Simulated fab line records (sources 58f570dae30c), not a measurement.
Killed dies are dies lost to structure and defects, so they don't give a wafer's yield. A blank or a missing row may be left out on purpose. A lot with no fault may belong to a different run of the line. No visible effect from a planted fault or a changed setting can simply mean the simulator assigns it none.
What tool caused it? ; flow berkeleyCmos170 ; 42 wafers from 14 lots sampled at 2 of the route's 331 steps

== WHAT EACH GAUGE READ, for each wafer ==
UCB170_NWELL_THK_MEAS_05. Usual: NWELL_NITRIDE_THK typically reads 224.5 nm, with standard deviation 2.4.
lot;measured;on;NWELL_NITRIDE_THK (nm);flag
L772;day 2 04:14;filmMetro-02;221.9 221.2 221.9;
L773;day 2 07:59;filmMetro-01;222.5 222.7 223.4;
L774;day 2 18:17;filmMetro-04;227.1 225.4 225.4;
L775;day 3 03:44;filmMetro-02;226.7 225.9 224.4;
L776;day 3 03:43;filmMetro-04;227.3 226.6 226.0;
L777;day 3 11:08;filmMetro-04;227.1 227.5 225.6;
L779;day 3 19:43;filmMetro-02;391.0 391.1 391.5;OFF
L780;day 4 03:48;filmMetro-02;388.9 386.9 387.4;OFF
L784;day 4 09:18;filmMetro-01;223.1 222.6 224.2;
L787;day 5 09:14;filmMetro-02;227.3 228.2 225.6;
L788;day 5 09:15;filmMetro-04;224.3 224.8 227.3;
L789;day 5 14:18;filmMetro-01;227.7 226.5 226.8;
L793;day 6 15:14;filmMetro-01;225.6 221.7 226.0;
L794;day 6 15:17;filmMetro-02;223.1 221.0 221.0;

== WHAT TOOL EACH LOT RAN ON (gives the tool, then ch and the chambers of the sampled wafers, and finally the start) ==
lot;UCB170_NWELL_CVD_04
L772;lpcvd-02 ch 0, day 2 02:19
L773;lpcvd-02 ch 0, day 2 06:01
L774;lpcvd-01 ch 0, day 2 16:21
L775;lpcvd-01 ch 1, day 3 01:47
L776;lpcvd-01 ch 1, day 3 01:47
L777;lpcvd-01 ch 1, day 3 09:12
L779;lpcvd-01 ch 0, day 3 17:47
L780;lpcvd-01 ch 1, day 4 01:52
L784;lpcvd-02 ch 1, day 4 07:17
L787;lpcvd-02 ch 1, day 5 07:17
L788;lpcvd-02 ch 0, day 5 07:17
L789;lpcvd-02 ch 1, day 5 12:22
L793;lpcvd-02 ch 0, day 6 13:14
L794;lpcvd-02 ch 1, day 6 13:14
- UCB170_NWELL_CVD_04: deposits Si3N4 from SiH2Cl2/NH3, target thk 224 nm, time 3360 s.

== WHAT THE TOOLS THEMSELVES READ (means of the sampled wafers that have a number; where no wafer has one, the mark that the record gives instead) ==
The record holds no such reading with a usual standard deviation.

== THE ANSWER, worked out from the rows above alone ==
Rule: a lot counts as off when the mean over its wafers that have a number is more than 3 standard deviations away from the usual mean. A lot without any number at a reading at which 4 lots or more have one is off too. The other lots that the step has rows for count as sound. The gauges are gone through in route order, then the tools' own readings, and for those a lot's mean is taken as printed above. The first step at which some lot is off is used, and at that step the reading that is off furthest; a lot without a number counts as furthest.
Off: at UCB170_NWELL_THK_MEAS_05 (NWELL_NITRIDE_THK), L779, L780.
If a tool, at a process step before that reading, ran all the lots that are off and no sound lot after the first of them, it fits. Those tools and the gauges at UCB170_NWELL_THK_MEAS_05 are tried in the same way. One fits: UCB170_NWELL_CVD_04 on lpcvd-01. A fault onset in the window from L777 (day 3 09:12, its last sound lot) to L779 (day 3 17:47, its first lot off) fits.

== WHAT WAS PUT IN BY THE SIMULATOR ==
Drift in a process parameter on lpcvd-01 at UCB170_NWELL_CVD_04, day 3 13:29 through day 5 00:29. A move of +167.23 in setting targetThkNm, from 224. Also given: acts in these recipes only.
Lots struck among those shown: L779, L780. This agrees with what the rule above found.
